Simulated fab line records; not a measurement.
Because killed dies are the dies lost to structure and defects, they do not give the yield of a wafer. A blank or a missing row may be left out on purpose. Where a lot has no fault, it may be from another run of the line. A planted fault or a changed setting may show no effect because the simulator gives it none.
Matching of chambers / flow berkeley cmos170 / rie diel-01 running UCB170_SPACER_ETCHBACK_03: 4 sister chambers
The step etches SiO2 in CHF3/CF4/Ar, stops on Si, target depth 376 nm, time 100 s. 4 wafers are shown with their chamber, then 8 later ones without.

EACH WAFER AND ITS CHAMBER
wafer=L080.1; chamber=0; drypump motor current A (A)=5.9
wafer=L086.3; chamber=2; drypump motor current A (A)=6.1
wafer=L090.6; chamber=1; drypump motor current A (A)=6.4
wafer=L092.1; chamber=3; drypump motor current A (A)=5.5

WAFERS MISSING THEIR CHAMBER
wafer=L092.4; drypump motor current A (A)=6.4
wafer=L092.5; drypump motor current A (A)=5.9
wafer=L093.1; drypump motor current A (A)=6.5
wafer=L093.2; drypump motor current A (A)=5.9
wafer=L093.3; drypump motor current A (A)=5.5
wafer=L095.1; drypump motor current A (A)=6.4
wafer=L095.4; drypump motor current A (A)=5.9
wafer=L095.5; drypump motor current A (A)=5.9

CHAMBER TAKEN BY EACH
wafer=L092.4; from the rows above=1; in truth=1
wafer=L092.5; from the rows above=0; in truth=0
wafer=L093.1; from the rows above=1; in truth=1
wafer=L093.2; from the rows above=0; in truth=0
wafer=L093.3; from the rows above=3; in truth=3
wafer=L095.1; from the rows above=1; in truth=1
wafer=L095.4; from the rows above=0; in truth=0
wafer=L095.5; from the rows above=0; in truth=0
Correct placement for 8 of the 8. From these rows, 0 cannot be placed. Wrongly placed: 0.
How it was worked out, from the rows above alone: a wafer's distance from a chamber is the root of the sum, over the readings, of the square of ((its reading less the chamber's mean) divided by the reading's scatter). If the next closest chamber is less than 2 further off than the closest, the wafer can't be placed; otherwise it belongs to the closest. A chamber's mean is the mean of its shown wafers. The scatter (one wafer shown for each chamber): square how far every hidden wafer sits from the nearest shown wafer, average those squares and take the square root.
